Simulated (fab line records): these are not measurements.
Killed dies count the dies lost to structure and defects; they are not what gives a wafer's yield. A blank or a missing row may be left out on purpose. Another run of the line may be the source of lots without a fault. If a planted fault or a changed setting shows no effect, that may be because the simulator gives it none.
fab line records	flow ritCmos
record: lots: 14	wafers: 42	lastDay: 7
route steps=202 shown CONTACT@179 M1@202
lots that met no fault: taken from a fault-free run of the same line
startH: hours from the record's first day to the start of the lot's first wafer shown	waitH: time in hours since the lot's previous step	" unchanged from the row above	L1.1+2: a row that stands for several wafers	- no value, or no start was given	* or withheld: withheld	< > ~ a bound
route shown NAME@n: a module of which the file shows steps, and the number in the route of the first	usual: the fault-free wafers' mean and standard deviation	same: alike in all rows	chamber/n: place in a boat	sites: the reading at each site	_std_site: how widely they spread, as a standard deviation	_edge_site: mean of outer sites minus mean of inner sites	radiusMm: how far each site lies from the wafer's centre	mask NAME#n: copy n	behind: the last tool/chamber to shape the wafer	hold: what put the lot on hold/how long, in hours/how the hold closed	device: the n, p or np transistor that did not switch	end of line: at the end of the route, the tests of the same wafers	a step with no rows: only its recipe	killed: dies that structure and defects cost at the first sort, which is not the same as the wafer's yield	map: dies across one wafer; x = killed, . = not, _ = none there
set.NAME: the setting as run; set.NAME@STEP: as run at that earlier step	model.NAME: the simulator's own value behind a step, which no gauge read
a sample of lots followed through the steps of the route, with each step as a table and each wafer as a row
services: when a tool's chamber went out of use (startH, in hours from the record's first day, below 0 if earlier), for how many hours, and the reason
== steps ==
step: RIT_CONTACT_ETCH_11
recipe: targetDepthA: 4800	overEtchFrac: 0.2	stopOn: TiSi2	chemistry: CHF3/CF4/Ar	target: SiO2	CHF3_flow_sccm: 50	cf4FlowSccm: 10	Ar_flow_sccm: 100	O2_flow_sccm: 5	pressureMtorr: 100	rfW: 200	timeS: 320
usual: drypumpMotorCurrentA: 5.5/0.51	oesProductAu: 0.983/0.015	throttleValvePct: 8.83/0.13
lot.wafer	tool	chamber	startH	waitH	drypumpMotorCurrentA	oesProductAu	rfHoursCounterH	throttleValvePct
L417.4	rieDiel-03	2	57.66	0.1	5.9	0.999	81	8.94
L417.5	"	3	"	"	5.2	0.983	-	8.72
L417.6	"	0	"	"	5.6	0.976	-	9.00
L418.1	rieDiel-01	3	63.41	0.1	4.8	0.987	141	8.78
L418.3	"	0	"	"	5.9	0.992	6	8.85
L418.6	"	2	"	"	6.2	1.005	-	8.94
L420.3	rieDiel-03	1	72.69	0.1	5.1	0.987	1	8.69
L420.5	"	2	"	"	5.9	0.998	-	8.93
L420.6	"	3	"	"	5.2	0.979	-	8.75
L424.3	rieDiel-03	3	90.47	0.1	5.2	0.971	42	8.72
L424.4	"	0	"	"	5.6	0.979	6	8.99
L424.5	"	0	"	"	5.6	0.973	-	8.99
L426.1	rieDiel-03	1	96.94	0.1	5.1	0.975	2	8.67
L426.4	"	0	"	"	5.6	0.969	6	8.98
L426.5	"	2	"	"	5.9	1.001	-	8.91
L431.1	rieDiel-02	3	124.01	0.1	6.7	0.988	137	8.93
L431.2	"	1	"	"	5.3	0.958	1	8.79
L431.6	"	0	"	"	5.3	0.977	-	9.01
L433.2	rieDiel-02	3	132.94	0.1	6.7	0.991	137	8.90
L433.5	"	3	"	"	6.7	1.000	-	8.92
L433.6	"	2	"	"	5.3	0.966	-	8.59
L434.1	rieDiel-01	1	140.51	0.1	5.0	0.984	95	8.80
L434.3	"	2	"	"	6.2	0.998	40	8.94
L434.4	"	3	"	"	4.8	1.001	143	8.76
L435.2	rieDiel-02	1	144.09	0.1	5.4	0.956	2	8.80
L435.3	"	3	"	"	6.7	0.994	137	8.92
L435.6	"	3	"	"	6.6	0.990	-	8.92
L436.1	rieDiel-02	0	150.41	0.1	5.3	0.975	102	9.00
L436.2	"	2	"	"	5.3	0.964	9	8.59
L436.4	"	1	"	"	5.3	0.958	2	8.79
L437.1	rieDiel-03	0	153.74	0.1	5.6	0.974	7	9.01
L437.3	"	3	"	"	5.2	0.969	43	8.73
L437.6	"	3	"	"	5.2	0.983	-	8.73
L438.2	rieDiel-02	1	158.80	0.1	5.3	0.962	2	8.80
L438.4	"	0	"	"	5.3	0.975	102	8.99
L438.5	"	3	"	"	6.7	0.998	-	8.91
L439.2	rieDiel-02	0	167.63	0.1	5.3	0.975	103	9.00
L439.4	"	3	"	"	6.7	1.006	138	8.90
L439.6	"	1	"	"	5.4	0.962	-	8.80
L440.1	rieDiel-03	2	168.95	0.1	5.9	0.994	83	8.92
L440.4	"	0	"	"	5.6	0.980	-	8.99
L440.6	"	2	"	"	5.8	0.995	-	8.92
step: RIT_M1_PROBE_99
usual: killed_at_M0_to_M3: 0.0/0.12	killedAtContacts: 0.1/0.25	killedAtFrontEnd: 8/3.3	killedDies: 8/3.3	killedOnRim: 2.2/1.6	killedOpen: 3.9/2.1	killedShort: 3.8/2.2
same: grossDies: 264	killed_at_M4_up: 0	killedAtBackSide: 0	killedAtOther: 0
lot.wafer	tool	chamber	startH	waitH	killed_at_M0_to_M3	killedAtContacts	killedAtFrontEnd	killedDies	killedOnRim	killedOpen	killedShort
L417.4	prober-01	-	63.67	0.2	0	0	9	9	6	2	7
L417.5	prober-01	-	63.72	0.2	0	0	8	8	3	6	2
L417.6	prober-01	-	63.77	0.2	0	0	9	9	3	7	2
L418.1	prober-02	-	68.39	0.1	0	0	14	14	4	7	7
L418.3	prober-02	-	68.49	0.2	0	0	9	9	3	3	6
L418.6	prober-02	-	68.64	0.2	0	0	3	3	1	0	3
L420.3	prober-01	-	79.56	0.2	0	0	6	6	1	3	3
L420.5	prober-01	-	79.66	0.2	0	0	4	4	0	0	4
L420.6	prober-01	-	79.71	0.2	0	0	6	6	1	3	3
L424.3	prober-01	-	96.04	0.2	0	0	6	6	1	5	1
L424.4	prober-01	-	96.09	0.2	0	7	3	10	5	2	1
L424.5	prober-01	-	96.14	0.2	0	6	4	10	4	4	0
L426.1	prober-01	-	103.67	0.1	0	0	6	6	1	2	4
L426.4	prober-01	-	103.82	0.2	0	6	7	13	10	3	4
L426.5	prober-01	-	103.87	0.2	0	0	8	8	0	5	3
L431.1	prober-02	-	129.42	0.1	0	1	6	7	2	4	3
L431.2	prober-02	-	129.47	0.1	0	0	4	4	2	1	3
L431.6	prober-02	-	129.67	0.2	0	0	4	4	2	2	2
L433.2	prober-02	-	138.52	0.1	0	0	11	11	5	7	4
L433.5	prober-02	-	138.67	0.2	0	0	7	7	2	3	4
L433.6	prober-02	-	138.72	0.2	0	0	7	7	1	2	5
L434.1	prober-01	-	145.96	0.1	0	0	4	4	1	1	3
L434.3	prober-01	-	146.06	0.2	0	0	10	10	2	8	2
L434.4	prober-01	-	146.11	0.2	0	0	15	15	5	9	6
L435.2	prober-02	-	149.39	0.1	0	0	7	7	2	4	3
L435.3	prober-02	-	149.44	0.2	1	0	3	4	2	2	2
L435.6	prober-02	-	149.59	0.2	0	1	13	14	4	8	6
L436.1	prober-01	-	155.37	0.1	0	0	3	3	2	1	2
L436.2	prober-01	-	155.42	0.1	0	0	4	4	2	1	3
L436.4	prober-01	-	155.52	0.2	0	0	8	8	2	4	4
L437.1	prober-02	-	158.80	0.1	0	0	6	6	0	6	0
L437.3	prober-02	-	158.90	0.2	0	0	13	13	5	4	9
L437.6	prober-02	-	159.05	0.2	0	0	3	3	0	3	0
L438.2	prober-01	-	163.74	0.1	0	0	4	4	1	1	3
L438.4	prober-01	-	163.84	0.2	0	0	10	10	5	4	6
L438.5	prober-01	-	163.89	0.2	0	0	8	8	1	5	3
L439.2	prober-02	-	173.79	0.1	0	0	10	10	3	3	6
L439.4	prober-02	-	173.89	0.2	0	0	11	11	2	5	6
L439.6	prober-02	-	173.99	0.2	0	0	10	10	1	4	6
L440.1	prober-01	-	175.24	0.1	0	0	1	1	1	1	0
L440.4	prober-01	-	175.39	0.2	0	0	7	7	1	5	2
L440.6	prober-01	-	175.49	0.2	0	0	7	7	0	4	2
killed by level:class
L417.4 SILICIDE:geometricParticle:short=3 REOX:geometricParticle:short=2 FOX2:geometricParticle:short=1 GATE:geometricParticle:open=1 GATE:geometricParticle:short=1 SPACER:geometricParticle:open=1
L417.5 GATE:geometricParticle:open=3 SPACER:geometricParticle:short=2 REOX:geometricParticle:open=1 SPACER:geometricParticle:open=1 SILICIDE:geometricParticle:open=1
L417.6 SILICIDE:geometricParticle:open=3 FOX1:geometricParticle:open=2 REOX:geometricParticle:open=1 REOX:geometricParticle:short=1 SPACER:geometricParticle:open=1 SILICIDE:geometricParticle:short=1
L418.1 GATE:geometricParticle:open=4 GATE:geometricParticle:short=3 FOX2:geometricParticle:open=2 FOX1:geometricParticle:short=1 FOX2:geometricParticle:short=1 REOX:geometricParticle:short=1 REOX:geometricParticle:open=1 SILICIDE:geometricParticle:short=1
L418.3 FOX2:geometricParticle:short=2 GATE:geometricParticle:open=2 FOX1:geometricParticle:short=1 GATE:geometricParticle:short=1 SPACER:geometricParticle:short=1 SILICIDE:geometricParticle:short=1 SILICIDE:geometricParticle:open=1
L418.6 GATE:geometricParticle:short=3
L420.3 SPACER:geometricParticle:short=2 GATE:geometricParticle:open=1 GATE:geometricParticle:short=1 REOX:geometricParticle:open=1 SILICIDE:geometricParticle:open=1
L420.5 SPACER:geometricParticle:short=2 GATE:geometricParticle:short=1 SILICIDE:geometricParticle:short=1
L420.6 GATE:geometricParticle:open=2 REOX:geometricParticle:short=2 REOX:geometricParticle:open=1 SILICIDE:geometricParticle:short=1
L424.3 GATE:geometricParticle:open=2 FOX1:geometricParticle:short=1 FOX1:geometricParticle:open=1 REOX:geometricParticle:open=1 SPACER:geometricParticle:open=1
L424.4 CONTACT:unspecified=7 GATE:geometricParticle:open=1 SPACER:geometricParticle:short=1 SPACER:geometricParticle:open=1
L424.5 CONTACT:unspecified=6 FOX2:geometricParticle:open=1 GATE:geometricParticle:open=1 REOX:geometricParticle:open=1 SILICIDE:geometricParticle:open=1
L426.1 GATE:geometricParticle:open=2 GATE:geometricParticle:short=2 SPACER:geometricParticle:short=2
L426.4 CONTACT:unspecified=6 SPACER:geometricParticle:short=2 SILICIDE:geometricParticle:open=2 FOX1:geometricParticle:short=1 FOX2:geometricParticle:open=1 FOX2:geometricParticle:short=1
L426.5 FOX1:geometricParticle:short=2 FOX1:geometricParticle:open=2 SPACER:geometricParticle:open=2 FOX2:geometricParticle:short=1 SILICIDE:geometricParticle:open=1
L431.1 GATE:geometricParticle:short=2 FOX1:geometricParticle:open=1 FOX2:geometricParticle:short=1 FOX2:geometricParticle:open=1 REOX:geometricParticle:open=1 CONTACT:geometricParticle:open=1
L431.2 FOX2:geometricParticle:short=2 FOX1:geometricParticle:open=1 GATE:geometricParticle:short=1
L431.6 FOX2:geometricParticle:short=1 GATE:geometricParticle:open=1 SPACER:geometricParticle:short=1 SPACER:geometricParticle:open=1
L433.2 GATE:geometricParticle:open=5 FOX1:geometricParticle:short=2 GATE:geometricParticle:short=2 FOX1:geometricParticle:open=1 REOX:geometricParticle:open=1
L433.5 GATE:geometricParticle:short=2 SPACER:geometricParticle:open=2 SPACER:geometricParticle:short=1 SILICIDE:geometricParticle:open=1 SILICIDE:geometricParticle:short=1
L433.6 REOX:geometricParticle:short=2 FOX1:geometricParticle:short=1 FOX2:geometricParticle:short=1 GATE:geometricParticle:open=1 SPACER:geometricParticle:short=1 SPACER:geometricParticle:open=1
L434.1 GATE:geometricParticle:short=2 REOX:geometricParticle:short=1 REOX:geometricParticle:open=1
L434.3 GATE:geometricParticle:open=4 SPACER:geometricParticle:open=3 GATE:geometricParticle:short=1 REOX:geometricParticle:open=1 SPACER:geometricParticle:short=1
L434.4 GATE:geometricParticle:open=7 GATE:geometricParticle:short=3 SPACER:geometricParticle:short=2 SILICIDE:geometricParticle:open=2 REOX:geometricParticle:short=1
L435.2 SPACER:geometricParticle:open=3 GATE:geometricParticle:short=1 GATE:geometricParticle:open=1 REOX:geometricParticle:short=1 SPACER:geometricParticle:short=1
L435.3 GATE:geometricParticle:short=1 SPACER:geometricParticle:short=1 SILICIDE:geometricParticle:open=1 M1:geometricParticle:open=1
L435.6 GATE:geometricParticle:open=4 FOX1:geometricParticle:open=2 FOX1:geometricParticle:short=1 FOX2:geometricParticle:short=1 GATE:geometricParticle:short=1 REOX:geometricParticle:short=1 SPACER:geometricParticle:open=1 SPACER:geometricParticle:short=1
L436.1 GATE:geometricParticle:open=1 SPACER:geometricParticle:short=1 SILICIDE:geometricParticle:short=1
L436.2 GATE:geometricParticle:short=2 GATE:geometricParticle:open=1 SILICIDE:geometricParticle:short=1
L436.4 GATE:geometricParticle:short=2 FOX1:geometricParticle:open=1 FOX1:geometricParticle:short=1 FOX2:geometricParticle:open=1 GATE:geometricParticle:open=1 SPACER:geometricParticle:short=1 SILICIDE:geometricParticle:open=1
L437.1 GATE:geometricParticle:open=4 REOX:geometricParticle:open=1 SPACER:geometricParticle:open=1
L437.3 GATE:geometricParticle:short=5 GATE:geometricParticle:open=2 SILICIDE:geometricParticle:short=2 FOX1:geometricParticle:short=1 FOX2:geometricParticle:open=1 SPACER:geometricParticle:short=1 SILICIDE:geometricParticle:open=1
L437.6 GATE:geometricParticle:open=2 REOX:geometricParticle:open=1
L438.2 GATE:geometricParticle:short=2 GATE:geometricParticle:open=1 SILICIDE:geometricParticle:short=1
L438.4 SILICIDE:geometricParticle:short=4 GATE:geometricParticle:open=2 REOX:geometricParticle:open=2 FOX2:geometricParticle:short=1 GATE:geometricParticle:short=1
L438.5 SILICIDE:geometricParticle:open=2 FOX2:geometricParticle:open=1 FOX2:geometricParticle:short=1 GATE:geometricParticle:open=1 GATE:geometricParticle:short=1 REOX:geometricParticle:open=1 SILICIDE:geometricParticle:short=1
L439.2 GATE:geometricParticle:short=4 REOX:geometricParticle:short=2 GATE:geometricParticle:open=1 REOX:geometricParticle:open=1 SPACER:geometricParticle:open=1 PWELL:coatMicrobubblePrinted=1
L439.4 GATE:geometricParticle:short=3 FOX1:geometricParticle:open=2 FOX2:geometricParticle:short=2 FOX1:geometricParticle:short=1 FOX2:geometricParticle:open=1 GATE:geometricParticle:open=1 SILICIDE:geometricParticle:open=1
L439.6 GATE:geometricParticle:short=2 GATE:geometricParticle:open=2 SILICIDE:geometricParticle:short=2 FOX1:geometricParticle:open=1 FOX2:geometricParticle:short=1 SPACER:geometricParticle:short=1 SILICIDE:geometricParticle:open=1
L440.1 GATE:geometricParticle:open=1
L440.4 GATE:geometricParticle:open=3 FOX1:geometricParticle:open=1 FOX2:geometricParticle:short=1 GATE:geometricParticle:short=1 REOX:geometricParticle:open=1
L440.6 FOX1:geometricParticle:short=2 FOX1:geometricParticle:open=2 GATE:geometricParticle:open=2 GATE:coatMicrobubblePrinted=1
== services ==
tool	chamber	startH	hours	kind
rieDiel-01	2	34.05	8.1	repair
rieDiel-02	1	59.75	-	clean
rieDiel-02	1	59.75	12.9	scheduledDown
rieDiel-02	1	59.75	12.9	ventCycle
rieDiel-01	-	98.85	2.4	repair
rieDiel-01	2	131.50	3.7	repair
rieDiel-03	3	161.44	13.6	repair
== key ==
firstSign: step: RIT_M1_PROBE_99	reading: killedAtContacts	direction: up	sigmas: 6.3	usual: 0.1	struck: 6.3
effect: step: RIT_M1_PROBE_99	reading: killedOnRim	direction: up	sigmas: 2.6	usual: 2.2	struck: 6.3
metAt RIT_CONTACT_ETCH_11
struckLots L424,L426
struckWafers L424.4,L424.5,L426.4
testerLeftOut L424,L426
onsetBetween 57.66 90.47
fault: kind: chamberParticleSource	tool: rieDiel-03	chamber: 0	onsetH: 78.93	steps: RIT_CONTACT_ETCH_11	ratePerVisitCm2: 0.06614	endH: 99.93
testerLeftOut: of these lots the tester's yield and bins aren't shown, on N5 and GAA mostly nor the transistor test; their killed dies are dies lost to structure and defects alone, not to doping, threshold or leakage, so they don't give the yield
